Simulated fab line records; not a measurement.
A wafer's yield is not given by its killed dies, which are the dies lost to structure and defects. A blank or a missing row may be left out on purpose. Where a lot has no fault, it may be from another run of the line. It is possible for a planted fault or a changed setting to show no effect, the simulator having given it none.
The same fault as seen by 2 desks -- flow berkeley-cmos170 -- each desk holds nothing but its own numbers, with what lay behind them at the end

== FROM THE METROLOGY DESK ==
Means of the sampled wafers that have a number, per lot and without regard to the tool the lot ran on: this is what the gauges read. Any lot whose mean is over 4 standard deviations away from the usual mean is out of limits and marked OUT; that distance is given in the brackets.
Columns: A = PWELL_TW at UCB170_PWELL_TW_MEAS_17, usual 377.7; B = cd-nm at UCB170_ACTIVE_CD_MEAS_13, usual 1199.7 nm; C = NVT_OVL at UCB170_NVT_OVL_MEAS_06, usual -6 nm; D = M1_AL_RS at UCB170_M1_RS_MEAS_01, usual 0.0486 ohm/sq
lot,first seen here,A,B,C,D
L801,day 3 19:17,374.3,1198.7,-8,0.0495
L802,day 3 19:33,375.6,1200.4,-6,0.0491
L803,day 3 19:54,378.8,1199.9,-9,0.0480
L804,day 4 04:41,379.5,1198.8,-2,0.0489
L805,day 4 16:07,376.1,1198.5,-7,0.0483
L806,day 4 16:35,375.1,1200.0,-9,0.0488
L809,day 5 00:15,375.2,1201.0,-6,0.0484
L808,day 5 01:00,379.7,1198.9,-5,0.0492
L810,day 5 10:19,377.9,1199.1,-2,0.0475
L813,day 5 21:08,380.3,1200.7,-14,0.0489
L817,day 6 14:19,373.0,1200.9,1,0.0474
L821,day 7 16:04,375.5,1199.6,-2,0.0491
L820,day 7 16:26,379.9,1200.8,2,0.0473
L823,day 8 12:13,383.2,1198.7,-2,0.0490
Result from this desk: across the 14 lots, nothing is out of limits.

== FOR THE TOOL OWNER'S DESK: pvd-sputter-04 ==
The tool's own readings at UCB170_M1_SPUTTER_00 (material Al, target thk 600 nm, time 80 s): means of the sampled wafers that have a number, for each lot that ran on this tool. Any lot whose mean is over 4 standard deviations away from the usual mean is out of limits and marked OUT; that distance is given in the brackets.
Columns: A = throttle-valve-pct at UCB170_M1_SPUTTER_00, usual 30.6 %
lot,first seen here,A
L803,day 9 04:27,30.8
L806,day 10 14:05,30.9
L808,day 10 17:30,31.1
L810,day 11 01:28,30.8
L817,day 12 01:56,31.4
Result from this desk: across the 5 lots, nothing is out of limits.

== BROUGHT TOGETHER ==
Metrology desk: nothing out of limits seen.
The tool owner's desk saw nothing out of limits.

== WHAT THE SIMULATOR PUT IN ==
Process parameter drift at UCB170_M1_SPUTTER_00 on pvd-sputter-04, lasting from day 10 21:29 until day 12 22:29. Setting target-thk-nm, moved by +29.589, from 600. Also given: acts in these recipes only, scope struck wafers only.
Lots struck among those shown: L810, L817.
